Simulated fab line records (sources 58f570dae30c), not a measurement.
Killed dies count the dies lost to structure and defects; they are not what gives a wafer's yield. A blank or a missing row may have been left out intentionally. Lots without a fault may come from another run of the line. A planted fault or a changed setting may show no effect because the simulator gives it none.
Which tool was responsible?	flow berkeley_cmos170	14 lots, 42 wafers sampled, at 5 steps of a route of 331

## WHAT THE GAUGES READ, wafer by wafer
UCB170_PVT_OVL_MEAS_06. Usual: for PVT_OVL the level is 0 nm and the standard deviation is 5.3.
lot	measured	on	PVT_OVL (nm)	flag
L244	day 5 12:40	overlay-01	-5 -7 -11	
L245	day 5 21:47	overlay-02	8 8 2	
L247	day 6 10:29	overlay-01	-1 -2 -4	
L251	day 7 09:05	overlay-02	4 -4 -2	
L253	day 7 17:14	overlay-01	9 1 16	
L254	day 7 22:20	overlay-02	-1 -2 2	
L257	day 8 10:25	overlay-02	8 -4 5	
L256	day 8 11:01	overlay-02	4 2 0	
L259	day 8 20:52	overlay-01	2 4 -1	
L261	day 9 08:14	overlay-01	-3 -8 10	
L262	day 9 16:25	overlay-01	-12 -2 0	
L263	day 10 04:16	overlay-01	-7 -4 -6	
L264	day 10 03:56	overlay-02	7 4 3	
L266	day 10 21:49	overlay-02	1 1 0	

UCB170_PVT_TW_MEAS_09. Usual: for PVT_TW the level is 509 and the standard deviation is 5.6.
lot	measured	on	PVT_TW	flag
L244	day 5 12:57	film_metro-01	496 498 499	
L245	day 5 22:05	film_metro-01	498 501 500	
L247	day 6 10:47	film_metro-04	511 511 511	
L251	day 7 09:23	film_metro-02	516 514 514	
L253	day 7 17:32	film_metro-04	510 507 508	
L254	day 7 22:38	film_metro-01	464 461 464	OFF
L257	day 8 10:41	film_metro-04	469 471 473	OFF
L256	day 8 11:18	film_metro-02	515 514 515	
L259	day 8 21:09	film_metro-02	515 514 514	
L261	day 9 08:32	film_metro-02	510 515 514	
L262	day 9 16:43	film_metro-04	510 510 509	
L263	day 10 04:34	film_metro-02	507 508 506	
L264	day 10 04:14	film_metro-02	508 508 510	
L266	day 10 22:07	film_metro-01	504 501 499	

UCB170_GATE_THK_MEAS_05. Usual: for GATE_POLY_THK the level is 214.5 nm and the standard deviation is 2.1.
lot	measured	on	GATE_POLY_THK (nm)	flag
L244	day 5 21:35	film_metro-02	214.9 214.7 215.7	
L245	day 6 10:23	film_metro-04	211.5 211.9 211.8	
L247	day 6 22:18	film_metro-02	215.5 217.3 215.8	
L251	day 7 22:55	film_metro-02	214.2 216.7 215.0	
L253	day 8 03:28	film_metro-04	216.4 217.1 216.3	
L254	day 8 07:37	film_metro-03	210.7 211.7 211.1	
L257	day 9 00:19	film_metro-02	209.4 211.2 210.9	
L256	day 9 00:20	film_metro-04	213.7 215.7 214.4	
L259	day 9 11:05	film_metro-03	213.3 213.7 213.2	
L261	day 9 23:56	film_metro-03	214.2 214.1 215.7	
L262	day 10 09:16	film_metro-02	219.9 217.1 217.5	
L263	day 10 15:23	film_metro-03	211.2 212.0 210.9	
L264	day 10 15:25	film_metro-02	216.0 217.9 214.9	
L266	day 11 10:52	film_metro-02	216.2 217.5 216.2	

## TOOL THAT RAN EACH LOT (tool first, then ch and the chambers of the sampled wafers, then the start)
lot	UCB170_ACTIVE_ETCH_15	UCB170_PVT_IMPLANT_07
L244	rie_diel-04 ch 1,2,3, day 4 07:17	implanter-02 ch 0, day 5 12:42
L245	rie_diel-02 ch 0,3, day 4 12:59	implanter-04 ch 0, day 5 21:50
L247	rie_diel-03 ch 0,2, day 4 20:39	implanter-04 ch 0, day 6 10:34
L251	rie_diel-03 ch 1,2,3, day 5 18:53	implanter-03 ch 0, day 7 09:08
L253	rie_diel-03 ch 0,1,3, day 6 10:10	implanter-02 ch 0, day 7 17:20
L254	rie_diel-02 ch 0,2,3, day 6 17:11	implanter-04 ch 0, day 7 22:23
L257	rie_diel-04 ch 0,1,2, day 7 01:23	implanter-04 ch 0, day 8 10:26
L256	rie_diel-02 ch 1,2, day 7 02:07	implanter-03 ch 0, day 8 11:04
L259	rie_diel-04 ch 0,2, day 7 14:04	implanter-02 ch 0, day 8 20:54
L261	rie_diel-04 ch 1,3, day 7 21:32	implanter-03 ch 0, day 9 08:19
L262	rie_diel-03 ch 0,1,3, day 8 03:31	implanter-02 ch 0, day 9 16:29
L263	rie_diel-02 ch 0,1,3, day 8 12:03	implanter-03 ch 0, day 10 04:20
L264	rie_diel-03 ch 0,1, day 8 12:17	implanter-02 ch 0, day 10 03:59
L266	rie_diel-04 ch 1,2, day 9 07:41	implanter-02 ch 0, day 10 21:53
- UCB170_ACTIVE_ETCH_15: etches Si3N4 in CH3F/Ar/O2, stops on SiO2, target depth 242 nm, time 151 s.
- UCB170_PVT_IMPLANT_07

## WHAT THE TOOLS THEMSELVES READ (means of the sampled wafers that have a number; where no wafer has one, the mark that the record gives instead)
UCB170_ACTIVE_ETCH_15. Usual: CH3F_flow_sccm 20.00 sccm, standard deviation 0.054; drypump_motor_current_A 5.9 A, standard deviation 0.42; oes_product_au 0.940 a.u., standard deviation 0.0093; throttle_valve_pct 8.08 %, standard deviation 0.12.
lot	tool	CH3F_flow_sccm (sccm)	drypump_motor_current_A (A)	oes_product_au (a.u.)	throttle_valve_pct (%)	flag
L244	rie_diel-04	19.94	6.0	0.947	8.24	
L245	rie_diel-02	19.99	6.1	0.941	7.94	
L247	rie_diel-03	19.96	6.1	0.939	8.06	
L251	rie_diel-03	20.06	5.6	0.933	8.06	
L253	rie_diel-03	19.97	5.7	0.950	8.06	
L254	rie_diel-02	19.97	6.3	0.933	7.96	
L257	rie_diel-04	19.98	5.9	0.943	8.24	
L256	rie_diel-02	20.01	6.2	0.949	8.03	
L259	rie_diel-04	19.97	5.9	0.928	8.25	
L261	rie_diel-04	20.03	6.1	0.945	8.21	
L262	rie_diel-03	20.05	5.7	0.947	8.06	
L263	rie_diel-02	19.99	5.8	0.937	8.00	
L264	rie_diel-03	19.97	5.8	0.939	8.14	
L266	rie_diel-04	20.04	5.7	0.944	8.23	

UCB170_PVT_IMPLANT_07. Usual: beam_on_s 10.01 s, standard deviation 0.18; faraday_current_uA 6.34, standard deviation 0.11.
lot	tool	beam_on_s (s)	faraday_current_uA	flag
L244	implanter-02	10.06	6.31	
L245	implanter-04	10.15	6.25	
L247	implanter-04	9.90	6.41	
L251	implanter-03	10.09	6.28	
L253	implanter-02	9.93	6.40	
L254	implanter-04	7.74	8.21	OFF
L257	implanter-04	7.75	8.16	OFF
L256	implanter-03	10.02	6.33	
L259	implanter-02	10.06	6.31	
L261	implanter-03	9.81	6.46	
L262	implanter-02	10.15	6.24	
L263	implanter-03	10.21	6.24	
L264	implanter-02	10.08	6.29	
L266	implanter-02	10.08	6.29	

## THE ANSWER, worked out from the rows above alone
Rule: take the mean of a lot's wafers that have a number; if it is more than 3 standard deviations from the usual mean, the lot is off. A lot without any number at a reading at which 4 lots or more have one is off too. Any other lot the step has rows for is counted as sound. First the gauges in route order, then the tools' own readings, where a lot's mean is used as printed above. The first step at which some lot is off is used, and at that step the reading that is off furthest; a lot without a number counts as furthest.
Off: L254, L257, at UCB170_PVT_TW_MEAS_09 (PVT_TW).
If a tool, at a process step before that reading, ran all the lots that are off and no sound lot after the first of them, it fits. The gauges at UCB170_PVT_TW_MEAS_09 aren't tried: what is off there is off at UCB170_PVT_IMPLANT_07 too, on other tools, and a gauge's error can't cause that. One fits: implanter-04 at UCB170_PVT_IMPLANT_07. A fault onset in the window from L247 (day 6 10:34, its last sound lot) to L254 (day 7 22:23, its first lot off) fits.
The tool's own readings at UCB170_PVT_IMPLANT_07 bear it out: on the lots that are off they differ by more than 5 times the standard deviation of the sound lots' means. beam_on_s reads 7.75 s there against 10.04 s on the sound lots; faraday_current_uA reads 8.19 there against 6.32 on the sound lots.

## WHAT HAD BEEN PUT IN BY THE SIMULATOR
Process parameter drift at UCB170_PVT_IMPLANT_07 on implanter-04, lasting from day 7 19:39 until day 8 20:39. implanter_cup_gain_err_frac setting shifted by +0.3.
Shown lots that were struck: L254, L257. The rule above found the same.
